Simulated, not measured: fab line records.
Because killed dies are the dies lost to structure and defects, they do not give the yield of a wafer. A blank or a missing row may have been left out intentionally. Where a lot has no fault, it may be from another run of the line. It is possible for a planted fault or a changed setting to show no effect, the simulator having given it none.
fab line records	flow rit-cmos
record: lots: 15	wafers: 45	last-day: 7
route steps=202 shown NWELL@29 PWELL@49 NSD@140 PSD@148 M1@202
lots that met no fault: taken from a fault-free run of the same line
start-h: start of the lot's first displayed wafer, in hours after the record's first day	wait-h: how many hours have passed since the lot's step before this one	" as in the row above	L1.1+2: a single row standing in for several wafers	- either no value or no given start	* or withheld: withheld	< > ~ a bound
route shown NAME@n: NAME is a module with steps in the file, n the number in the route of the first one	usual: mean/standard deviation taken from wafers without a fault	same: alike in all rows	chamber/n: place in a boat	sites: per-site readings	_std_site: their standard deviation	_edge_site: the outer-site mean with the inner-site mean subtracted	radius-mm: for every site, how far away it sits from the centre of the wafer	mask NAME#n: copy n	behind: the tool/chamber that last shaped the wafer	hold: reason for holding the lot/hours on hold/outcome of the hold	device: the n, p or np transistor that did not switch	end of line: the same wafers' tests at the end of the route	a step without rows: its recipe alone	killed: count of dies lost to structure and defects at first sort (not the wafer's yield)	map: a wafer's dies, marking killed ones x, the rest . and places with no die _
set.NAME: the run value of the setting; set.NAME@STEP: its run value at that earlier step	model.NAME: the simulator's own value behind a step, which no gauge read
route steps across a sampled set of lots; one table per step, one row per wafer
services: a tool's chamber out of use, with start hour (start-h, from the record's first day; less than 0 if before it), hours out, and reason
== steps ==
step: RIT_NWELL_COAT_01
recipe: resist: NOVOLAK	spin-rpm: 2030	resist-thk-nm: 1300
usual: chill-plate-temp-C: 22.98/0.098	dispense-pressure-kPa: 51/4.5	resist-line-temp-C: 22.99/0.1
lot.wafer	tool	chamber	start-h	wait-h	chill-plate-temp-C	dispense-pressure-kPa	resist-line-temp-C
L244.2	litho-track-02	0	26.38	0.1	22.87	56	23.08
L244.5	"	0	"	"	22.85	56	23.04
L244.6	"	0	"	"	22.96	56	22.86
L248.1	litho-track-02	0	45.31	0.1	23.17	56	22.88
L248.4	"	0	"	"	23.03	56	22.83
L248.5	"	0	"	"	23.15	56	22.91
L250.4	litho-track-03	0	54.88	0.1	23.02	45	22.97
L250.5	"	0	"	"	23.05	45	22.96
L250.6	"	0	"	"	23.19	45	22.99
L251.3	litho-track-04	0	62.31	0.1	23.25	53	23.00
L251.4	"	0	"	"	23.12	53	23.00
L251.6	"	0	"	"	22.98	53	23.09
L253.1	litho-track-03	0	71.62	0.1	23.10	45	23.00
L253.2	"	0	"	"	23.08	45	22.85
L253.3	"	0	"	"	22.95	45	23.09
L254.1	litho-track-04	0	76.36	0.1	23.06	53	22.87
L254.3	"	0	"	"	22.88	53	23.02
L254.5	"	0	"	"	22.96	53	23.05
L255.1	litho-track-03	0	82.50	0.1	23.09	45	23.03
L255.4	"	0	"	"	22.93	45	22.99
L255.5	"	0	"	"	23.06	45	22.91
L256.3	litho-track-04	0	86.43	0.1	22.91	53	23.05
L256.5	"	0	"	"	22.92	53	23.08
L256.6	"	0	"	"	22.87	53	22.97
L257.3	litho-track-04	-	90.28	0.1	-	-	-
L257.5	"	-	"	"	-	-	-
L257.6	"	-	"	"	-	-	-
L258.3	litho-track-03	-	96.86	0.1	-	-	-
L258.4	"	-	"	"	-	-	-
L258.6	"	-	"	"	-	-	-
L259.2	litho-track-04	-	101.59	0.1	-	-	-
L259.3	"	-	"	"	-	-	-
L259.5	"	-	"	"	-	-	-
L262.3	litho-track-03	0	117.06	0.1	22.95	45	22.92
L262.5	"	0	"	"	22.97	45	22.93
L262.6	"	0	"	"	22.73	45	22.80
L263.1	litho-track-04	0	121.59	0.1	23.14	53	22.77
L263.3	"	0	"	"	22.98	53	22.98
L263.5	"	0	"	"	22.99	53	22.86
L265.1	litho-track-04	0	133.33	0.1	23.02	53	23.03
L265.3	"	0	"	"	23.09	53	23.08
L265.5	"	0	"	"	22.92	53	23.03
L266.1	litho-track-04	0	136.42	0.1	22.95	53	23.08
L266.4	"	0	"	"	22.90	53	23.06
L266.5	"	0	"	"	23.08	53	23.04
step: RIT_NWELL_OVL_MEAS_06
usual: NWELL_OVL: 0.6/1.3
lot.wafer	tool	chamber	start-h	wait-h	NWELL_OVL[nm]
L244.2	overlay-01	-	27.35	-	-0.4
L244.5	"	-	"	"	-0.9
L244.6	"	-	"	"	0.3
L248.1	overlay-02	-	46.17	-	0.6
L248.4	"	-	"	"	1.8
L248.5	"	-	"	"	0.2
L250.4	overlay-01	-	55.69	-	2.0
L250.5	"	-	"	"	2.8
L250.6	"	-	"	"	-0.2
L251.3	overlay-02	-	63.00	-	2.7
L251.4	"	-	"	"	3.3
L251.6	"	-	"	"	0.8
L253.1	overlay-02	-	72.35	-	1.1
L253.2	"	-	"	"	0.3
L253.3	"	-	"	"	2.0
L254.1	overlay-02	-	77.09	-	2.2
L254.3	"	-	"	"	1.6
L254.5	"	-	"	"	2.7
L255.1	overlay-02	-	83.43	-	2.0
L255.4	"	-	"	"	2.9
L255.5	"	-	"	"	2.0
L256.3	overlay-02	-	87.25	-	1.6
L256.5	"	-	"	"	1.1
L256.6	"	-	"	"	1.2
L257.3	overlay-01	-	90.98	-	-
L257.5	"	-	"	"	-
L257.6	"	-	"	"	-
L258.3	overlay-02	-	97.80	-	-
L258.4	"	-	"	"	-
L258.6	"	-	"	"	-
L259.2	overlay-01	-	102.43	-	-
L259.3	"	-	"	"	-
L259.5	"	-	"	"	-
L262.3	overlay-02	-	117.75	-	-0.9
L262.5	"	-	"	"	-0.3
L262.6	"	-	"	"	0.9
L263.1	overlay-01	-	122.32	-	-0.4
L263.3	"	-	"	"	0.0
L263.5	"	-	"	"	-0.7
L265.1	overlay-02	-	134.18	-	-0.4
L265.3	"	-	"	"	-0.1
L265.5	"	-	"	"	1.8
L266.1	overlay-01	-	137.15	-	-0.7
L266.4	"	-	"	"	-1.8
L266.5	"	-	"	"	-0.6
step: RIT_PWELL_TW_MEAS_10
usual: PWELL_TW: 947/7.3
lot.wafer	tool	chamber	start-h	wait-h	PWELL_TW
L244.2	film-metro-01	-	29.54	0.1	947
L244.5	"	-	"	"	947
L244.6	"	-	"	"	946
L248.1	film-metro-01	-	53.85	0.1	941
L248.4	"	-	"	"	935
L248.5	"	-	"	"	942
L250.4	film-metro-03	-	57.86	0.1	956
L250.5	"	-	"	"	953
L250.6	"	-	"	"	955
L251.3	film-metro-03	-	65.21	0.1	951
L251.4	"	-	"	"	948
L251.6	"	-	"	"	955
L253.1	film-metro-03	-	74.65	0.1	954
L253.2	"	-	"	"	951
L253.3	"	-	"	"	956
L254.1	film-metro-01	-	79.42	0.1	951
L254.3	"	-	"	"	946
L254.5	"	-	"	"	950
L255.1	film-metro-03	-	85.59	0.1	950
L255.4	"	-	"	"	952
L255.5	"	-	"	"	952
L256.3	film-metro-01	-	89.42	0.1	951
L256.5	"	-	"	"	955
L256.6	"	-	"	"	946
L257.3	film-metro-03	-	93.28	0.1	2211
L257.5	"	-	"	"	2196
L257.6	"	-	"	"	2189
L258.3	film-metro-02	-	100.01	0.1	2158
L258.4	"	-	"	"	2168
L258.6	"	-	"	"	2141
L259.2	film-metro-01	-	104.75	0.1	2189
L259.3	"	-	"	"	2179
L259.5	"	-	"	"	2194
L262.3	film-metro-01	-	120.04	0.1	958
L262.5	"	-	"	"	953
L262.6	"	-	"	"	958
L263.1	film-metro-03	-	124.49	0.1	950
L263.3	"	-	"	"	956
L263.5	"	-	"	"	950
L265.1	film-metro-02	-	136.35	0.1	942
L265.3	"	-	"	"	937
L265.5	"	-	"	"	939
L266.1	film-metro-03	-	139.31	0.1	946
L266.4	"	-	"	"	943
L266.5	"	-	"	"	949
step: RIT_NSD_STRIP_09
recipe: chemistry: O2	time-s: 180	resist: NOVOLAK	platen-temp-c: withheld	power-w: 500	pressure-mtorr: 4000	o2-flow-sccm: 4000
usual: drypump-motor-current-A: 5.7/0.32
lot.wafer	tool	chamber	start-h	wait-h	drypump-motor-current-A	rf-hours-counter-h
L244.2	plasma-asher-01	0	59.69	0.1	6.2	41
L244.5	"	0	"	"	6.2	-
L244.6	"	1	"	"	5.6	-
L248.1	plasma-asher-01	0	79.49	0.1	6.2	44
L248.4	"	1	"	"	5.5	-
L248.5	"	0	"	"	6.2	-
L250.4	plasma-asher-04	1	85.46	0.1	5.8	-
L250.5	"	0	"	"	5.5	-
L250.6	"	1	"	"	5.8	-
L251.3	plasma-asher-04	1	93.27	0.1	5.8	-
L251.4	"	0	"	"	5.5	-
L251.6	"	0	"	"	5.5	-
L253.1	plasma-asher-01	0	99.82	0.1	6.2	46
L253.2	"	1	"	"	5.5	46
L253.3	"	1	"	"	5.5	-
L254.1	plasma-asher-03	1	107.11	0.1	5.2	46
L254.3	"	1	"	"	5.1	-
L254.5	"	0	"	"	5.5	-
L255.1	plasma-asher-01	1	111.69	0.1	5.5	48
L255.4	"	0	"	"	6.2	-
L255.5	"	0	"	"	6.2	-
L256.3	plasma-asher-04	1	114.39	0.1	5.8	-
L256.5	"	1	"	"	5.8	-
L256.6	"	0	"	"	5.5	-
L257.3	plasma-asher-03	1	118.09	0.1	5.2	-
L257.5	"	1	"	"	5.2	-
L257.6	"	0	"	"	5.5	-
L258.3	plasma-asher-03	0	128.45	0.1	5.5	-
L258.4	"	1	"	"	5.2	-
L258.6	"	1	"	"	5.2	-
L259.2	plasma-asher-04	1	132.07	0.1	5.8	33
L259.3	"	1	"	"	5.8	-
L259.5	"	1	"	"	5.8	-
L262.3	plasma-asher-01	0	145.74	0.1	6.2	-
L262.5	"	1	"	"	5.5	-
L262.6	"	0	"	"	6.2	-
L263.1	plasma-asher-01	0	153.42	0.1	6.3	52
L263.3	"	0	"	"	6.3	-
L263.5	"	0	"	"	6.2	-
L265.1	plasma-asher-03	1	165.02	0.1	5.2	4
L265.3	"	0	"	"	5.5	-
L265.5	"	1	"	"	5.2	-
L266.1	plasma-asher-01	0	167.64	0.1	6.2	54
L266.4	"	1	"	"	5.5	-
L266.5	"	0	"	"	6.2	-
step: RIT_PSD_OVL_MEAS_06
usual: PSD_OVL: -0.7/1.2
lot.wafer	tool	chamber	start-h	wait-h	PSD_OVL[nm]
L244.2	overlay-01	-	60.79	-	-2.0
L244.5	"	-	"	"	-1.9
L244.6	"	-	"	"	-2.0
L248.1	overlay-02	-	80.70	-	-1.0
L248.4	"	-	"	"	-1.4
L248.5	"	-	"	"	-0.9
L250.4	overlay-02	-	87.05	-	-0.1
L250.5	"	-	"	"	-0.2
L250.6	"	-	"	"	-1.0
L251.3	overlay-02	-	94.43	-	-1.2
L251.4	"	-	"	"	0.0
L251.6	"	-	"	"	-0.2
L253.1	overlay-02	-	101.03	-	-0.9
L253.2	"	-	"	"	-3.4
L253.3	"	-	"	"	-2.2
L254.1	overlay-02	-	108.39	-	-2.0
L254.3	"	-	"	"	-1.1
L254.5	"	-	"	"	-0.2
L255.1	overlay-02	-	113.03	-	-1.7
L255.4	"	-	"	"	-1.8
L255.5	"	-	"	"	-1.5
L256.3	overlay-01	-	115.55	-	-2.5
L256.5	"	-	"	"	-2.5
L256.6	"	-	"	"	-2.7
L257.3	overlay-02	-	119.25	-	-1.3
L257.5	"	-	"	"	0.8
L257.6	"	-	"	"	-1.4
L258.3	overlay-02	-	129.49	-	-0.7
L258.4	"	-	"	"	-1.6
L258.6	"	-	"	"	0.7
L259.2	overlay-02	-	133.16	-	1.3
L259.3	"	-	"	"	-0.7
L259.5	"	-	"	"	0.5
L262.3	overlay-01	-	147.01	-	-2.1
L262.5	"	-	"	"	-2.5
L262.6	"	-	"	"	-1.2
L263.1	overlay-01	-	154.51	-	-0.2
L263.3	"	-	"	"	-0.2
L263.5	"	-	"	"	-0.7
L265.1	overlay-02	-	166.53	-	-0.8
L265.3	"	-	"	"	-1.2
L265.5	"	-	"	"	1.7
L266.1	overlay-02	-	168.86	-	-1.6
L266.4	"	-	"	"	0.0
L266.5	"	-	"	"	0.7
step: RIT_PSD_TW_MEAS_10
usual: PSD_TW: 3430/41
lot.wafer	tool	chamber	start-h	wait-h	PSD_TW
L244.2	film-metro-01	-	61.30	0.1	3374
L244.5	"	-	"	"	3395
L244.6	"	-	"	"	3380
L248.1	film-metro-04	-	81.21	0.1	3462
L248.4	"	-	"	"	3448
L248.5	"	-	"	"	3446
L250.4	film-metro-04	-	87.57	0.1	3487
L250.5	"	-	"	"	3454
L250.6	"	-	"	"	3473
L251.3	film-metro-01	-	94.95	0.1	3416
L251.4	"	-	"	"	3449
L251.6	"	-	"	"	3406
L253.1	film-metro-01	-	101.54	0.1	3433
L253.2	"	-	"	"	3427
L253.3	"	-	"	"	3441
L254.1	film-metro-01	-	108.90	0.1	3454
L254.3	"	-	"	"	3464
L254.5	"	-	"	"	3459
L255.1	film-metro-02	-	113.54	0.1	3382
L255.4	"	-	"	"	3365
L255.5	"	-	"	"	3385
L256.3	film-metro-01	-	116.07	0.1	3454
L256.5	"	-	"	"	3419
L256.6	"	-	"	"	3441
L257.3	film-metro-04	-	119.77	0.1	3456
L257.5	"	-	"	"	3464
L257.6	"	-	"	"	3470
L258.3	film-metro-04	-	130.00	0.1	3510
L258.4	"	-	"	"	3491
L258.6	"	-	"	"	3505
L259.2	film-metro-01	-	133.67	0.1	3438
L259.3	"	-	"	"	3454
L259.5	"	-	"	"	3450
L262.3	film-metro-04	-	147.53	0.1	3486
L262.5	"	-	"	"	3480
L262.6	"	-	"	"	3485
L263.1	film-metro-02	-	155.02	0.1	3380
L263.3	"	-	"	"	3384
L263.5	"	-	"	"	3398
L265.1	film-metro-01	-	167.04	0.1	3419
L265.3	"	-	"	"	3401
L265.5	"	-	"	"	3402
L266.1	film-metro-04	-	169.37	0.1	3459
L266.4	"	-	"	"	3465
L266.5	"	-	"	"	3459
step: RIT_M1_PROBE_99
usual: killed-at-contacts: 0.0/0.22	killed-at-front-end: 7/3	killed-dies: 7/3.1	killed-on-rim: 1.8/1.4	killed-open: 3.4/2.1	killed-short: 3.4/2
same: gross-dies: 264	killed_at_M0_to_M3: 0	killed_at_M4_up: 0	killed-at-back-side: 0	killed-at-other: 0
lot.wafer	tool	chamber	start-h	wait-h	killed-at-contacts	killed-at-front-end	killed-dies	killed-on-rim	killed-open	killed-short
L250.4	prober-02	-	95.76	0.2	0	12	12	3	6	6
L250.5	prober-02	-	95.81	0.2	0	9	9	2	5	4
L250.6	prober-02	-	95.86	0.2	0	11	11	2	5	6
L251.3	prober-01	-	103.19	0.2	0	3	3	1	2	1
L251.4	prober-01	-	103.24	0.2	0	5	5	1	4	1
L251.6	prober-01	-	103.34	0.2	0	7	7	2	4	3
L254.1	prober-02	-	117.04	0.1	0	5	5	3	4	1
L254.3	prober-02	-	117.14	0.2	0	10	10	3	5	5
L254.5	prober-02	-	117.24	0.2	0	6	6	1	1	5
L255.1	prober-01	-	121.36	0.1	0	8	8	2	3	5
L255.4	prober-01	-	121.51	0.2	0	1	1	0	0	1
L255.5	prober-01	-	121.56	0.2	0	2	2	0	1	1
L256.3	prober-02	-	124.60	0.2	0	6	6	2	2	4
L256.5	prober-02	-	124.70	0.2	0	6	6	0	4	2
L256.6	prober-02	-	124.75	0.2	1	8	9	4	6	3
L258.3	prober-02	-	138.64	0.2	0	264	264	70	8	4
L258.4	prober-02	-	138.69	0.2	0	264	264	70	6	2
L258.6	prober-02	-	138.79	0.2	0	264	264	70	1	3
L259.2	prober-01	-	142.07	0.1	0	264	264	70	3	1
L259.3	prober-01	-	142.12	0.2	0	264	264	70	3	6
L259.5	prober-01	-	142.22	0.2	0	264	264	70	1	2
L265.1	prober-01	-	175.37	0.1	0	3	3	1	1	2
L265.3	prober-01	-	175.47	0.2	0	2	2	1	0	2
L265.5	prober-01	-	175.57	0.2	0	8	8	2	1	7
killed by level:class
L250.4 FOX1:geometric-particle:open=4 FOX1:geometric-particle:short=2 REOX:geometric-particle:short=2 GATE:geometric-particle:open=1 GATE:geometric-particle:short=1 SILICIDE:geometric-particle:open=1 SILICIDE:geometric-particle:short=1
L250.5 FOX1:geometric-particle:short=2 FOX2:geometric-particle:open=2 REOX:geometric-particle:open=2 FOX2:geometric-particle:short=1 GATE:geometric-particle:open=1 REOX:geometric-particle:short=1
L250.6 GATE:geometric-particle:short=3 FOX1:geometric-particle:open=2 SPACER:geometric-particle:short=2 FOX1:geometric-particle:short=1 FOX2:geometric-particle:open=1 REOX:geometric-particle:open=1 SILICIDE:geometric-particle:open=1
L251.3 FOX1:geometric-particle:open=1 GATE:geometric-particle:short=1 SILICIDE:geometric-particle:open=1
L251.4 FOX2:geometric-particle:open=1 GATE:geometric-particle:short=1 GATE:geometric-particle:open=1 REOX:geometric-particle:open=1 SPACER:geometric-particle:open=1
L251.6 GATE:geometric-particle:short=3 GATE:geometric-particle:open=2 FOX1:geometric-particle:open=1 SILICIDE:geometric-particle:open=1
L254.1 GATE:geometric-particle:open=3 REOX:geometric-particle:open=1 SILICIDE:geometric-particle:short=1
L254.3 GATE:geometric-particle:open=3 REOX:geometric-particle:short=2 FOX1:geometric-particle:open=1 GATE:geometric-particle:short=1 SPACER:geometric-particle:short=1 SILICIDE:geometric-particle:open=1 SILICIDE:geometric-particle:short=1
L254.5 GATE:geometric-particle:short=3 FOX1:geometric-particle:short=1 SPACER:geometric-particle:open=1 SILICIDE:geometric-particle:short=1
L255.1 REOX:geometric-particle:open=2 SILICIDE:geometric-particle:short=2 FOX1:geometric-particle:short=1 FOX1:geometric-particle:open=1 GATE:geometric-particle:short=1 REOX:geometric-particle:short=1
L255.4 GATE:geometric-particle:short=1
L255.5 REOX:geometric-particle:short=1 SILICIDE:geometric-particle:open=1
L256.3 REOX:geometric-particle:short=2 SPACER:geometric-particle:short=2 FOX2:geometric-particle:open=1 SPACER:geometric-particle:open=1
L256.5 GATE:geometric-particle:open=3 SPACER:geometric-particle:short=2 SPACER:geometric-particle:open=1
L256.6 GATE:geometric-particle:open=3 FOX2:geometric-particle:open=1 GATE:geometric-particle:short=1 REOX:geometric-particle:open=1 SPACER:geometric-particle:short=1 SILICIDE:geometric-particle:open=1 CONTACT:geometric-particle:short=1
L258.3 NWELL:area-expose=252 GATE:geometric-particle:open=4 GATE:geometric-particle:short=3 REOX:geometric-particle:open=2 FOX1:geometric-particle:short=1 FOX1:geometric-particle:open=1 SPACER:geometric-particle:open=1
L258.4 NWELL:area-expose=256 SPACER:geometric-particle:open=3 SILICIDE:geometric-particle:open=2 GATE:geometric-particle:short=1 GATE:geometric-particle:open=1 SILICIDE:geometric-particle:short=1
L258.6 NWELL:area-expose=260 FOX1:geometric-particle:short=1 GATE:geometric-particle:short=1 SILICIDE:geometric-particle:open=1 SILICIDE:geometric-particle:short=1
L259.2 NWELL:area-expose=260 FOX1:geometric-particle:open=1 FOX1:geometric-particle:short=1 GATE:geometric-particle:open=1 SILICIDE:geometric-particle:open=1
L259.3 NWELL:area-expose=255 FOX2:geometric-particle:short=2 FOX1:geometric-particle:open=1 FOX1:geometric-particle:short=1 GATE:geometric-particle:short=1 REOX:geometric-particle:open=1 SPACER:geometric-particle:open=1 SPACER:geometric-particle:short=1
L259.5 NWELL:area-expose=261 FOX1:geometric-particle:short=1 GATE:geometric-particle:open=1 SPACER:geometric-particle:short=1
L265.1 FOX1:geometric-particle:short=1 FOX1:geometric-particle:open=1 GATE:geometric-particle:short=1
L265.3 FOX1:geometric-particle:short=1 GATE:geometric-particle:short=1
L265.5 GATE:geometric-particle:short=3 FOX1:geometric-particle:short=2 SPACER:geometric-particle:short=2 FOX1:geometric-particle:open=1
== services ==
tool	chamber	start-h	hours	kind
plasma-asher-04	-	66.03	15.6	pm
plasma-asher-03	-	108.75	9.0	pm
plasma-asher-03	0	108.75	9.0	vent-cycle
plasma-asher-03	1	108.75	9.0	vent-cycle
plasma-asher-03	0	117.75	-	clean
plasma-asher-03	1	117.75	-	clean
plasma-asher-03	-	138.30	0.8	repair
plasma-asher-03	-	142.61	4.9	repair
== key ==
first-sign: step: RIT_NWELL_COAT_01	reading: tool-record	direction: missing
effect: step: RIT_NWELL_OVL_MEAS_06	reading: NWELL_OVL	direction: missing
effect: step: RIT_PWELL_TW_MEAS_10	reading: PWELL_TW	direction: up	sigmas: 99+	usual: 947	struck: 2180
effect: step: RIT_M1_PROBE_99	reading: killed-at-front-end	direction: up	sigmas: 85	usual: 7	struck: 264
more-kills-born-at: RIT_NWELL_EXPOSE_03@iline-stepper-01: 776	RIT_NWELL_EXPOSE_03@iline-stepper-02: 768
met-at RIT_NWELL_COAT_01
struck-lots L257,L258,L259
rows-end L257.3,L257.5,L257.6
tester-left-out L258,L259
not-acting-at RIT_NSD_STRIP_09,RIT_PSD_OVL_MEAS_06,RIT_PSD_TW_MEAS_10
onset-between 86.43 90.28
fault: kind: skipped-step-whole	tool: litho-track-03,litho-track-04	chamber: -	onset-h: 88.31	steps: RIT_NWELL_COAT_01	scope: struck-lots-only
tester-left-out: of these lots the tester's yield and bins aren't shown, on N5 and GAA mostly nor the transistor test; their killed dies are dies lost to structure and defects alone, not to doping, threshold or leakage, so they don't give the yield
rows-end: these wafers met a further fault down the route, and their rows from its step on are left out
